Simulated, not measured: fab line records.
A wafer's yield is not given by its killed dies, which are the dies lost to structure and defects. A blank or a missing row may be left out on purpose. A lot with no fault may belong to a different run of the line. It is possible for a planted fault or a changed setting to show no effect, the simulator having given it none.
fab line records	flow berkeley-cmos170
[record] lots = 5	wafers = 23
route steps=331 shown SDANNEAL@205 PSD@206 NSD@207 NLDD@209 CONTACT@217 M3@322
start-h: start of the lot's first displayed wafer, in hours after the record's first day	wait-h: hours elapsed since this lot's preceding step	" unchanged from the row above	L1.1+2: a row that stands for several wafers	- value missing, or start not given	* or withheld: withheld	< > ~ a bound
route shown NAME@n: names a module that has steps shown in the file, with the first one's number in the route	usual: mean/standard deviation of fault-free wafers	same: alike in all rows	chamber/n: place in a boat	sites: readings site by site	_std_site: their standard deviation	_edge_site: mean of outer sites minus mean of inner sites	radius-mm: how far each site lies from the wafer's centre	mask NAME#n: copy n	behind: the last tool/chamber to shape the wafer	hold: why the lot went on hold/how many hours it stayed there/how the hold came to an end	device: names the non-switching transistor (n, p or np)	end of line: the route-end tests of the same wafers	a step with no rows: only its recipe	killed: dies lost to structure and defects at the first sort, not the wafer's yield	map: a wafer's dies, x killed, . not, _ none there
set.NAME: setting as actually run; set.NAME@STEP: the setting as run at that earlier step	model.NAME: the simulator's own value behind a step, which no gauge read
lots with deliberately changed settings; one table per step, one row per wafer
[[steps]]
[step UCB170_SDANNEAL_RTA_01]
[recipe] temp-c = 1050	time-s = 5	ambient = N2
lot.wafer	tool	chamber	start-h	wait-h	set.time-s
L076.1+2+3+5+6	rtp-anneal-02	0	165.94	0.1	5
L075.2+5+6	rtp-anneal-01	0	166.30	0.1	5
L081.1+3	rtp-anneal-01	0	197.24	0.1	4.516
L081.4+5+6	"	0	"	"	5
L084.2+4+6	rtp-anneal-01	0	205.25	0.1	4.374
L084.3+5	"	0	"	"	5
L083.1+6	rtp-anneal-02	0	205.49	0.1	5
L083.2+3+4	"	0	"	"	5.325
[step UCB170_SDANNEAL_RS_MEAS_02]
[recipe] thk-meas-gauge = four-point-probe
[usual] PSD_RS = 75.6/0.32
lot.wafer	tool	chamber	start-h	wait-h	set.time-s@SDANNEAL_RTA_01	PSD_RS[ohm/sq]
L076.1	film-metro-01	-	166.00	0.0	5	76.4
L076.2	"	-	"	"	5	76.0
L076.3	"	-	"	"	5	75.6
L076.5	"	-	"	"	5	75.7
L076.6	"	-	"	"	5	76.4
L075.2	film-metro-04	-	166.37	0.1	5	75.8
L075.5	"	-	"	"	5	75.4
L075.6	"	-	"	"	5	76.0
L081.1	film-metro-04	-	197.30	0.0	4.516	77.7
L081.3	"	-	"	"	4.516	77.9
L081.4	"	-	"	"	5	75.9
L081.5	"	-	"	"	5	75.8
L081.6	"	-	"	"	5	75.8
L084.2	film-metro-02	-	205.37	0.1	4.374	77.3
L084.3	"	-	"	"	5	74.6
L084.4	"	-	"	"	4.374	77.4
L084.5	"	-	"	"	5	75.1
L084.6	"	-	"	"	4.374	77.1
L083.1	film-metro-04	-	205.55	0.0	5	75.7
L083.2	"	-	"	"	5.325	74.1
L083.3	"	-	"	"	5.325	74.1
L083.4	"	-	"	"	5.325	74.5
L083.6	"	-	"	"	5	75.0
[step UCB170_SDANNEAL_RS_MEAS_03]
[recipe] thk-meas-gauge = four-point-probe
[usual] NSD_RS = 37.28/0.071
lot.wafer	tool	chamber	start-h	wait-h	set.time-s@SDANNEAL_RTA_01	NSD_RS[ohm/sq]
L076.1	film-metro-01	-	166.12	0.1	5	37.29
L076.2	"	-	"	"	5	37.40
L076.3	"	-	"	"	5	37.36
L076.5	"	-	"	"	5	37.29
L076.6	"	-	"	"	5	37.32
L075.2	film-metro-04	-	166.49	0.1	5	37.32
L075.5	"	-	"	"	5	37.23
L075.6	"	-	"	"	5	37.32
L081.1	film-metro-04	-	197.42	0.1	4.516	37.72
L081.3	"	-	"	"	4.516	37.66
L081.4	"	-	"	"	5	37.32
L081.5	"	-	"	"	5	37.34
L081.6	"	-	"	"	5	37.35
L084.2	film-metro-02	-	205.49	0.1	4.374	37.70
L084.3	"	-	"	"	5	37.21
L084.4	"	-	"	"	4.374	37.68
L084.5	"	-	"	"	5	37.25
L084.6	"	-	"	"	4.374	37.69
L083.1	film-metro-04	-	205.67	0.1	5	37.33
L083.2	"	-	"	"	5.325	37.12
L083.3	"	-	"	"	5.325	37.04
L083.4	"	-	"	"	5.325	37.02
L083.6	"	-	"	"	5	37.28
[step UCB170_SDANNEAL_RS_MEAS_05]
[recipe] thk-meas-gauge = four-point-probe
[usual] NLDD_RS = 616.1/1.4
lot.wafer	tool	chamber	start-h	wait-h	set.dose-cm2@NLDD_IMPLANT_09	NLDD_RS[ohm/sq]
L076.1	film-metro-01	-	166.36	0.1	5e+13	615.1
L076.2	"	-	"	"	4.807e+13	623.9
L076.3	"	-	"	"	4.807e+13	623.8
L076.5	"	-	"	"	5e+13	615.9
L076.6	"	-	"	"	5e+13	615.7
L075.2	film-metro-04	-	166.73	0.1	5e+13	614.8
L075.5	"	-	"	"	5e+13	615.8
L075.6	"	-	"	"	5e+13	615.5
L081.1	film-metro-04	-	197.66	0.1	5e+13	616.5
L081.3	"	-	"	"	5e+13	616.6
L081.4	"	-	"	"	5e+13	617.8
L081.5	"	-	"	"	5e+13	618.0
L081.6	"	-	"	"	5e+13	615.6
L084.2	film-metro-02	-	205.73	0.1	4.755e+13	626.4
L084.3	"	-	"	"	5e+13	616.4
L084.4	"	-	"	"	4.755e+13	627.0
L084.5	"	-	"	"	5e+13	616.0
L084.6	"	-	"	"	5e+13	617.0
L083.1	film-metro-04	-	205.91	0.1	5e+13	614.2
L083.2	"	-	"	"	5e+13	615.1
L083.3	"	-	"	"	5e+13	617.0
L083.4	"	-	"	"	5e+13	616.0
L083.6	"	-	"	"	5e+13	614.9
[step UCB170_CONTACT_CVD_01]
[recipe] material = PSG	target-thk-nm = 700	temp-c = 450	precursor = SiH4/O2/PH3	time-s = 2820	pressure-mtorr = 300	sih4-flow-sccm = 60	o2-flow-sccm = 90	ph3-flow-sccm = 25
lot.wafer	tool	chamber	start-h	wait-h	set.o2-flow-sccm	model.PSG_of_CONTACT_CVD_01.thk-nm
L076.1	-	-	-	0.0	77.07	656.6
L076.2	"	-	"	"	77.07	649.2
L076.3	"	-	"	"	77.07	654.8
L076.5	"	-	"	"	77.07	656.9
L076.6	"	-	"	"	77.07	652.6
L075.2	lpcvd-01	0	167.37	0.0	90	702.3
L075.5	"	0	"	"	90	704.5
L075.6	"	0	"	"	90	705.5
L081.1	-	-	-	0.0	79.76	663.7
L081.3	"	-	"	"	79.76	657.4
L081.4	"	-	"	"	79.76	660.7
L081.5	"	-	"	"	79.76	661.6
L081.6	"	-	"	"	79.76	659.5
L084.2	-	-	-	0.0	100	759
L084.3	"	-	"	"	100	751.2
L084.4	"	-	"	"	100	755.9
L084.5	"	-	"	"	100	745.5
L084.6	"	-	"	"	100	751.9
L083.1	-	-	-	1.0	84.09	670
L083.2	"	-	"	"	84.09	670.3
L083.3	"	-	"	"	84.09	667.7
L083.4	"	-	"	"	84.09	667.3
L083.6	"	-	"	"	84.09	665.4
[step UCB170_CONTACT_THK_MEAS_02]
[recipe] reads = PSG_of_CONTACT_CVD_01
[usual] CONTACT_PSG_THK = 703/6.2
lot.wafer	tool	chamber	start-h	wait-h	set.o2-flow-sccm@CONTACT_CVD_01	CONTACT_PSG_THK[nm]
L076.1	film-metro-02	-	-	-	77.07	657
L076.2	"	-	"	"	77.07	649
L076.3	"	-	"	"	77.07	655
L076.5	"	-	"	"	77.07	656
L076.6	"	-	"	"	77.07	653
L075.2	film-metro-01	-	170.06	0.0	90	702
L075.5	"	-	"	"	90	704
L075.6	"	-	"	"	90	706
L081.1	film-metro-02	-	-	-	79.76	663
L081.3	"	-	"	"	79.76	657
L081.4	"	-	"	"	79.76	661
L081.5	"	-	"	"	79.76	661
L081.6	"	-	"	"	79.76	660
L084.2	film-metro-02	-	-	-	100	759
L084.3	"	-	"	"	100	751
L084.4	"	-	"	"	100	756
L084.5	"	-	"	"	100	746
L084.6	"	-	"	"	100	753
L083.1	film-metro-01	-	-	-	84.09	670
L083.2	"	-	"	"	84.09	670
L083.3	"	-	"	"	84.09	667
L083.4	"	-	"	"	84.09	667
L083.6	"	-	"	"	84.09	665
[step UCB170_M3_PEB_13]
[recipe] peb-temp-c = 130	peb-time-s = withheld	resist = KrF
lot.wafer	tool	chamber	start-h	wait-h	set.peb-temp-c
L076.1+2+3+5+6	litho-track-03	0	187.50	0.4	130
L075.2+5+6	litho-track-03	0	188.25	0.4	130
L081.1+3+4+5+6	litho-track-03	0	219.36	0.4	130
L084.2+5	litho-track-03	0	226.49	0.1	130
L084.3+4+6	"	0	"	"	127.7
L083.1+2+4	litho-track-04	0	226.70	0.1	130
L083.3+6	"	0	"	"	127.1
[step UCB170_M3_DEVELOP_14]
[recipe] developer = TMAH	develop-time-s = 45	resist = KrF	dev-temp-c = 21
[step UCB170_M3_CD_MEAS_15]
[recipe] target-cd-nm = 700
[usual] cd-nm = 699.6/1.4
lot.wafer	tool	chamber	start-h	wait-h	set.peb-temp-c@M3_PEB_13	cd-nm
L076.1	cd-sem-02	-	187.78	-	130	698.1
L076.2	"	-	"	"	130	698.1
L076.3	"	-	"	"	130	699.1
L076.5	"	-	"	"	130	698.2
L076.6	"	-	"	"	130	698.2
L075.2	cd-sem-02	-	188.52	-	130	697.5
L075.5	"	-	"	"	130	696.9
L075.6	"	-	"	"	130	697.7
L081.1	cd-sem-01	-	219.63	-	130	699.0
L081.3	"	-	"	"	130	699.1
L081.4	"	-	"	"	130	698.5
L081.5	"	-	"	"	130	698.6
L081.6	"	-	"	"	130	699.5
L084.2	cd-sem-02	-	226.76	-	130	699.6
L084.3	"	-	"	"	127.7	717.9
L084.4	"	-	"	"	127.7	717.1
L084.5	"	-	"	"	130	700.1
L084.6	"	-	"	"	127.7	716.2
L083.1	cd-sem-01	-	226.98	-	130	701.3
L083.2	"	-	"	"	130	702.9
L083.3	"	-	"	"	127.1	723.2
L083.4	"	-	"	"	130	700.8
L083.6	"	-	"	"	127.1	723.2
[step UCB170_M3_ETCH_17]
[recipe] chemistry = N2/H2	target-depth-a = withheld	overetch-a = withheld	target = BARC	time-s = withheld	source-w = 500	bias-w = 100	pressure-mtorr = 30	n2-flow-sccm = 100	h2-flow-sccm = 200
lot.wafer	tool	chamber	start-h	wait-h	set.peb-temp-c@M3_PEB_13	model.M3.cd-nm
L076.1	rie-diel-02	3	187.93	0.0	130	698.4
L076.2	"	2	"	"	130	698
L076.3	"	1	"	"	130	698.1
L076.5	"	1	"	"	130	697.8
L076.6	"	0	"	"	130	697
L075.2	rie-diel-02	2	188.66	0.0	130	697.7
L075.5	"	1	"	"	130	695.4
L075.6	"	2	"	"	130	696.4
L081.1	rie-diel-02	1	219.79	0.0	130	698
L081.3+5	"	0,3	"	"	130	698.9
L081.4	"	3	"	"	130	698.6
L081.6	"	2	"	"	130	699.4
L084.2	rie-diel-02	0	226.89	0.0	130	699.3
L084.3	"	3	"	"	127.7	718.1
L084.4	"	2	"	"	127.7	717.7
L084.5	"	0	"	"	130	700.3
L084.6	"	3	"	"	127.7	716.8
L083.1	rie-diel-02	2	227.14	0.0	130	701.3
L083.2	"	0	"	"	130	701.9
L083.3	"	1	"	"	127.1	722.6
L083.4	"	3	"	"	130	701.2
L083.6	"	3	"	"	127.1	723.4
[step UCB170_M3_METAL_ETCH_18]
[recipe] chemistry = Cl2/BCl3	target = Al	stop-on = SiO2	pressure-mtorr = 12	target-depth-a = 11700	over-etch-frac = 0.3	time-s = 195	icp-w = 600	bias-w = 120	Cl2_flow_sccm = 90	bcl3-flow-sccm = 45
lot.wafer	tool	chamber	start-h	wait-h	set.icp-w	set.peb-temp-c@M3_PEB_13	model.M3.cd-nm
L076.1	rie-metal-02	1	187.98	-	600	130	707.2
L076.2	"	0	"	"	600	130	694.7
L076.3	"	0	"	"	600	130	698.2
L076.5	"	1	"	"	600	130	706.1
L076.6	"	0	"	"	600	130	698.4
L075.2	rie-metal-03	1	188.70	-	600	130	700.5
L075.5	"	1	"	"	600	130	701.7
L075.6	"	0	"	"	600	130	702.7
L081.1	rie-metal-04	1	219.83	-	600	130	703.7
L081.3	"	0	"	"	656.7	130	695.2
L081.4	"	1	"	"	600	130	701.5
L081.5	"	0	"	"	656.7	130	694.8
L081.6	"	1	"	"	656.7	130	696.6
L084.2	rie-metal-04	0	226.94	-	555.2	130	701
L084.3	"	0	"	"	555.2	127.7	722.1
L084.4	"	1	"	"	600	127.7	721.1
L084.5	"	0	"	"	600	130	697.1
L084.6	"	1	"	"	600	127.7	717.2
L083.1	rie-metal-02	0	227.18	-	600	130	701.5
L083.2	"	1	"	"	579.1	130	712
L083.3	"	0	"	"	579.1	127.1	725.7
L083.4	"	1	"	"	600	130	713.8
L083.6	"	1	"	"	600	127.1	734.3
[step UCB170_M3_STRIP_19]
[recipe] chemistry = O2	power-w = 400	pressure-mtorr = 3500	platen-temp-c = withheld	o2-flow-sccm = 400	overash-fraction = 0.5
[step UCB170_M3_CD_MEAS_90]
[recipe] target-cd-nm = 700
[usual] cd-nm = 702/3.4
lot.wafer	tool	chamber	start-h	wait-h	set.peb-temp-c@M3_PEB_13	cd-nm
L076.1	cd-sem-01	-	188.33	0.1	130	707
L076.2	"	-	"	"	130	695
L076.3	"	-	"	"	130	698
L076.5	"	-	"	"	130	706
L076.6	"	-	"	"	130	699
L075.2	cd-sem-01	-	189.01	0.1	130	700
L075.5	"	-	"	"	130	702
L075.6	"	-	"	"	130	703
L081.1	cd-sem-02	-	220.12	0.1	130	704
L081.3	"	-	"	"	130	695
L081.4	"	-	"	"	130	702
L081.5	"	-	"	"	130	695
L081.6	"	-	"	"	130	697
L084.2	cd-sem-01	-	227.24	0.1	130	701
L084.3	"	-	"	"	127.7	722
L084.4	"	-	"	"	127.7	721
L084.5	"	-	"	"	130	697
L084.6	"	-	"	"	127.7	717
L083.1	cd-sem-02	-	227.46	0.1	130	701
L083.2	"	-	"	"	130	712
L083.3	"	-	"	"	127.1	726
L083.4	"	-	"	"	130	714
L083.6	"	-	"	"	127.1	734
[[key]]
[split] step = UCB170_SDANNEAL_RTA_01	setting = time-s	stated = 5	by = wafer
[response] step = UCB170_SDANNEAL_RS_MEAS_02	reading = PSD_RS	change = -0.193	per = 1%	r = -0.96
[response] step = UCB170_SDANNEAL_RS_MEAS_03	reading = NSD_RS	change = -0.0368	per = 1%	r = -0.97
[split] step = UCB170_CONTACT_CVD_01	setting = o2-flow-sccm	stated = 90	by = lot
[response] step = UCB170_CONTACT_CVD_01	reading = model.PSG_of_CONTACT_CVD_01.thk-nm	change = +4	per = 1%	r = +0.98
[response] step = UCB170_CONTACT_THK_MEAS_02	reading = CONTACT_PSG_THK	change = +4	per = 1%	r = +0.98
[split] step = UCB170_M3_PEB_13	setting = peb-temp-c	stated = 130	by = wafer
[response] step = UCB170_M3_CD_MEAS_15	reading = cd-nm	change = -9.7	per = 1%	r = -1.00
[response] step = UCB170_M3_ETCH_17	reading = model.M3.cd-nm	change = -9.8	per = 1%	r = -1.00
[response] step = UCB170_M3_METAL_ETCH_18	reading = model.M3.cd-nm	change = -10.3	per = 1%	r = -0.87
[response] step = UCB170_M3_CD_MEAS_90	reading = cd-nm	change = -10.3	per = 1%	r = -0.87
[split] step = UCB170_M3_METAL_ETCH_18	setting = icp-w	stated = 600	by = wafer
response none clear
split outside-this-file step=UCB170_NLDD_IMPLANT_09 setting=dose-cm2
// split outside-this-file: this setting was split too, and the file shows its column; the key of that split is in another file
